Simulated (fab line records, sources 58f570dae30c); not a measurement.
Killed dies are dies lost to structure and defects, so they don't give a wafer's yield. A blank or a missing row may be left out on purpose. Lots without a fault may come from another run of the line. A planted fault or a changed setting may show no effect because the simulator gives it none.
Tool commonality check | flow berkeley_cmos170 | 13 lots, 39 wafers sampled

WHY IT WAS OPENED
At UCB170_PSD_TW_MEAS_10 the reading PSD_TW is flagged on 1 of 13 lots. Wafers without a fault read 2313, standard deviation 20.
Rule: a lot is flagged when every wafer of it that has a number lies more than 4 standard deviations from that mean, or none has a number. The other lots count as sound.

lot  | measured     | on            | PSD_TW, wafer by wafer | flag
L102 | day 7 23:09  | film_metro-01 | 2282 2289 2287         |
L103 | day 7 23:22  | film_metro-04 | 2333 2350 2342         |
L105 | day 8 08:58  | film_metro-04 | 2332 2335 2325         |
L104 | day 8 09:02  | film_metro-02 | 2297 2319 2315         |
L106 | day 8 17:07  | film_metro-01 | 29 30 30               | FLAGGED
L116 | day 10 22:55 | film_metro-01 | 2300 2299 2304         |
L115 | day 10 23:12 | film_metro-01 | 2291 2291 2290         |
L118 | day 11 10:56 | film_metro-04 | 2324 2339 2340         |
L117 | day 11 11:07 | film_metro-01 | 2292 2306 2296         |
L119 | day 11 11:25 | film_metro-04 | 2316 2326 2321         |
L122 | day 12 15:32 | film_metro-04 | 2341 2357 2355         |
L123 | day 13 00:00 | film_metro-04 | 2326 2317 2326         |
L125 | day 13 08:58 | film_metro-04 | 2325 2314 2315         |
The numbers of the flagged lots are 30 on average: -2283 against the usual, or -99 or more standard deviations.

WHICH TOOL RAN EACH LOT
The record holds 2 process steps before the reading, out of a route of 331 steps. In each cell: the tool, then ch and the chambers that the sampled wafers went through, then the start.
lot  | flag    | UCB170_GATE_ETCH_15              | UCB170_PSD_EXPOSE_03
L102 |         | rie_si-01 ch 1,2,3, day 7 11:04  | krf_scanner-02 ch 0, day 7 22:01
L103 |         | rie_si-02 ch 0,2, day 7 11:01    | krf_scanner-01 ch 0, day 7 22:17
L105 |         | rie_si-01 ch 1,2,3, day 7 20:12  | krf_scanner-01 ch 0, day 8 07:50
L104 |         | rie_si-02 ch 0,3, day 7 19:58    | krf_scanner-02 ch 0, day 8 08:08
L106 | FLAGGED | rie_si-02 ch 2,3, day 8 03:15    | krf_scanner-01 ch 0, day 8 16:18
L116 |         | rie_si-01 ch 0,1,2, day 10 09:10 | krf_scanner-01 ch 0, day 10 21:26
L115 |         | rie_si-02 ch 0,1, day 10 09:02   | krf_scanner-02 ch 0, day 10 21:47
L118 |         | rie_si-02 ch 1,3, day 10 21:39   | krf_scanner-01 ch 0, day 11 09:53
L117 |         | rie_si-01 ch 1,2,3, day 10 21:31 | krf_scanner-02 ch 0, day 11 10:07
L119 |         | rie_si-02 ch 0,1,2, day 10 21:22 | krf_scanner-01 ch 0, day 11 10:27
L122 |         | rie_si-02 ch 2,3, day 11 22:10   | krf_scanner-02 ch 0, day 12 14:44
L123 |         | rie_si-02 ch 0,1, day 12 10:49   | krf_scanner-02 ch 0, day 12 23:13
L125 |         | rie_si-01 ch 1,2,3, day 12 18:44 | krf_scanner-02 ch 0, day 13 07:31
What these steps do:
- UCB170_GATE_ETCH_15: etches poly-Si in HBr/Cl2, stops on SiO2, time 56.3 s, target depth 278.2 nm.
- UCB170_PSD_EXPOSE_03: exposes mask PSELECT MOD, target cd 1200 nm.
- UCB170_PSD_TW_MEAS_10

FLAGGED OVER TOTAL, TOOL BY TOOL (the gauges that took the reading come last)
step                  | tool           | lots run | flagged | share of the flagged lots | sound lots run after its first flagged lot
UCB170_GATE_ETCH_15   | rie_si-01      | 5        | 0       | none                      | -
UCB170_GATE_ETCH_15   | rie_si-02      | 8        | 1       | all                       | 5 (L115,L119,L118,L122,L123)
UCB170_PSD_EXPOSE_03  | krf_scanner-01 | 6        | 1       | all                       | 3 (L116,L118,L119)
UCB170_PSD_EXPOSE_03  | krf_scanner-02 | 7        | 0       | none                      | -
UCB170_PSD_TW_MEAS_10 | film_metro-01  | 5        | 1       | all                       | 3 (L116,L115,L117)
UCB170_PSD_TW_MEAS_10 | film_metro-02  | 1        | 0       | none                      | -
UCB170_PSD_TW_MEAS_10 | film_metro-04  | 7        | 0       | none                      | -

WHAT THE TABLE ALLOWS
3 rows of the table ran every flagged lot: rie_si-02 at UCB170_GATE_ETCH_15, krf_scanner-01 at UCB170_PSD_EXPOSE_03, film_metro-01 at UCB170_PSD_TW_MEAS_10.
- rie_si-02 at UCB170_GATE_ETCH_15: 1 of its 8 lots flagged. Sound lots ran on it after the first flagged one (L115, L119, L118, L122, L123), which a lasting fault on the whole tool wouldn't allow.
- krf_scanner-01 at UCB170_PSD_EXPOSE_03: 1 of its 6 lots flagged. Sound lots ran on it after the first flagged one (L116, L118, L119), which a lasting fault on the whole tool wouldn't allow.
- film_metro-01 at UCB170_PSD_TW_MEAS_10: 1 of its 5 lots flagged. Sound lots ran on it after the first flagged one (L116, L115, L117), which a lasting fault on the whole tool wouldn't allow.
No row of the table ran every flagged lot and no sound lot after the first.

WHAT THE SIMULATOR HAD PUT IN
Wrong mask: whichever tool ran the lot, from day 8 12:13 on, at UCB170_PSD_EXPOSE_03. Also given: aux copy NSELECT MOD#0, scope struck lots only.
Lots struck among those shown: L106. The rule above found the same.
